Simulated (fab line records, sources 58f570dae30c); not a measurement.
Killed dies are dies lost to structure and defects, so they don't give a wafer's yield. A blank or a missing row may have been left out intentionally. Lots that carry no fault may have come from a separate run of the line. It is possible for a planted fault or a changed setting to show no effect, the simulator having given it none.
Which tool was responsible?    flow berkeley-cmos170    42 wafers from 14 lots sampled at 5 of the route's 331 steps

## WHAT THE GAUGES SHOWED, per wafer
UCB170_PSD_TW_MEAS_10.
lot   measured      on             PSD_TW
L877  day 7 19:31   film-metro-01  2323 2333 2324
L878  day 8 15:42   film-metro-04  2338 2337 2348
L879  day 8 15:58   film-metro-04  2330 2336 2326
L880  day 8 16:03   film-metro-02  2321 2337 2322
L881  day 8 16:18   film-metro-01  2338 2340 2325
L883  day 9 18:50   film-metro-01  2335 2331 2339
L886  day 10 07:46  film-metro-04  2332 2329 2328
L887  day 10 08:02  film-metro-01  2331 2328 2325
L891  day 11 08:24  film-metro-02  2308 2297 2305
L895  day 12 08:00  film-metro-04  2339 2338 2332
L897  day 12 19:50  film-metro-04  2341 2335 2336
L898  day 12 20:00  film-metro-04  2321 2321 2338
L896  day 12 20:20  film-metro-02  2317 2313 2322
L899  day 13 03:10  film-metro-02  2317 2312 2335

UCB170_NSD_CD_MEAS_06 targets a cd of 1200 nm.
lot   measured      on         cd-nm (nm)
L877  day 7 22:47   cd-sem-02  1198.8 1199.7 1199.1
L878  day 8 16:47   cd-sem-01  1200.9 1201.3 1200.2
L879  day 8 17:10   cd-sem-01  1199.4 1198.4 1200.2
L880  day 8 17:20   cd-sem-02  1200.3 1198.7 1199.1
L881  day 8 17:37   cd-sem-01  1200.3 1201.6 1200.6
L883  day 9 22:08   cd-sem-01  1198.9 1199.4 1199.2
L886  day 10 09:01  cd-sem-02  1199.7 1198.7 1199.9
L887  day 10 09:15  cd-sem-02  1198.4 1199.2 1198.2
L891  day 11 09:40  cd-sem-02  1200.8 1201.4 1199.3
L895  day 12 09:45  cd-sem-02  1197.8 1198.5 1197.2
L897  day 12 21:35  cd-sem-02  1200.5 1201.2 1201.7
L898  day 12 21:52  cd-sem-01  1199.7 1200.8 1199.6
L896  day 12 22:22  cd-sem-02  1197.7 1198.8 1196.8
L899  day 13 05:22  cd-sem-01  1197.3 1198.6 1198.9

UCB170_SILICIDE_RS_MEAS_02: a four-point-probe measurement.
lot   measured      on             SILICIDE_TI_RS (ohm/sq)
L877  day 8 01:13   film-metro-01  26.52 26.22 26.41
L878  day 8 18:52   film-metro-02  26.30 26.36 26.58
L879  day 8 19:14   film-metro-01  26.13 25.85 26.12
L880  day 8 19:25   film-metro-01  26.01 26.28 26.46
L881  day 8 19:42   film-metro-02  26.38 26.35 26.30
L883  day 10 00:16  film-metro-03  25.86 26.40 25.71
L886  day 10 11:04  film-metro-03  26.15 26.00 26.07
L887  day 10 11:20  film-metro-02  26.17 26.32 26.29
L891  day 11 12:20  film-metro-01  26.07 26.04 26.05
L895  day 12 12:01  film-metro-03  18.74 18.75 18.78
L897  day 12 23:49  film-metro-01  26.01 25.79 26.24
L898  day 13 00:01  film-metro-01  26.38 25.88 26.18
L896  day 13 00:35  film-metro-01  18.91 19.02 19.04
L899  day 13 07:29  film-metro-01  26.60 26.67 26.35

UCB170_SILICIDE_THK_MEAS_03: measures by xrf.
lot   measured      on             SILICIDE_TI_THK (nm)
L877  day 8 01:19   film-metro-01  30.05 30.38 30.08
L878  day 8 18:59   film-metro-02  30.47 30.35 30.10
L879  day 8 19:19   film-metro-01  30.60 30.69 30.42
L880  day 8 19:32   film-metro-01  30.62 30.34 30.06
L881  day 8 19:49   film-metro-02  30.30 30.38 30.27
L883  day 10 00:23  film-metro-03  30.86 30.31 31.09
L886  day 10 11:11  film-metro-03  30.41 30.80 30.61
L887  day 10 11:28  film-metro-02  30.69 30.42 30.55
L891  day 11 12:26  film-metro-01  30.70 30.70 30.67
L895  day 12 12:07  film-metro-03  40.70 40.69 40.59
L897  day 12 23:55  film-metro-01  30.71 30.96 30.46
L898  day 13 00:08  film-metro-01  30.35 30.76 30.50
L896  day 13 00:41  film-metro-01  40.30 40.15 40.23
L899  day 13 07:35  film-metro-01  30.07 29.93 30.43

## WHICH TOOL RAN EACH LOT (tool, then ch and the chambers of the sampled wafers, then the start)
lot   UCB170_SILICIDE_SPUTTER_01
L877  pvd-sputter-02, day 8 01:10
L878  pvd-sputter-01, day 8 18:49
L879  pvd-sputter-02, day 8 19:08
L880  pvd-sputter-04, day 8 19:23
L881  pvd-sputter-01, day 8 19:39
L883  pvd-sputter-01, day 10 00:11
L886  pvd-sputter-04, day 10 11:02
L887  pvd-sputter-01, day 10 11:19
L891  pvd-sputter-04, day 11 12:17
L895  pvd-sputter-01, day 12 11:56
L897  pvd-sputter-04, day 12 23:46
L898  pvd-sputter-02, day 12 23:58
L896  pvd-sputter-01, day 13 00:32
L899  pvd-sputter-02, day 13 07:26
- UCB170_SILICIDE_SPUTTER_01: material Ti, target thk 30 nm, time 25 s.

## AS READ BY THE TOOLS THEMSELVES (means over the sampled wafers that have a number; for cases with no such wafer, the mark the record gives instead)
UCB170_SILICIDE_SPUTTER_01.
lot   tool            throttle-valve-pct (%)
L877  pvd-sputter-02  29.1
L878  pvd-sputter-01  28.9
L879  pvd-sputter-02  30.6
L880  pvd-sputter-04  30.0
L881  pvd-sputter-01  29.3
L883  pvd-sputter-01  30.5
L886  pvd-sputter-04  29.7
L887  pvd-sputter-01  30.6
L891  pvd-sputter-04  29.5
L895  pvd-sputter-01  29.6
L897  pvd-sputter-04  29.2
L898  pvd-sputter-02  30.8
L896  pvd-sputter-01  29.2
L899  pvd-sputter-02  30.2

## THE ANSWER, worked out from the rows above alone
Rule: usual is defined by the lots themselves. The widest of any qualifying gaps counts: lots, ordered by their means at a reading, are off when they make up no more than a third of the lots, leave a main group of 4 or more, and stand apart from it by 3 or more times the standard deviation of that group's means. A main group is skipped when, at the precision printed for the reading in the tables above, its means are all equal. Also off: a lot with no number at a reading for which 4 or more lots have one. Any other lot the step has rows for is counted as sound. After the gauges, taken in route order, come the tools' own readings; for these a lot's mean is taken, as printed above. The first step at which some lot is off is used, and at that step the reading that is off furthest; a lot without a number counts as furthest.
Off: at UCB170_SILICIDE_RS_MEAS_02 (SILICIDE_TI_RS), L895, L896. The main group: mean 26.21 ohm/sq, standard deviation 0.18.
If a tool, at a process step before that reading, ran all the lots that are off and no sound lot after the first of them, it fits. The gauges at UCB170_SILICIDE_RS_MEAS_02 are tried like those tools. One fits: pvd-sputter-01 at UCB170_SILICIDE_SPUTTER_01. A fault onset in the window from L887 (day 10 11:19, its last sound lot) to L895 (day 12 11:56, its first lot off) fits.

## WHAT WAS PUT IN BY THE SIMULATOR
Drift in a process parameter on pvd-sputter-01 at UCB170_SILICIDE_SPUTTER_01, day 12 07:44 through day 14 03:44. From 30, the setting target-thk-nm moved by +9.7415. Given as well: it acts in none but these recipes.
Shown lots that were struck: L895, L896. The rule above reached the same finding.
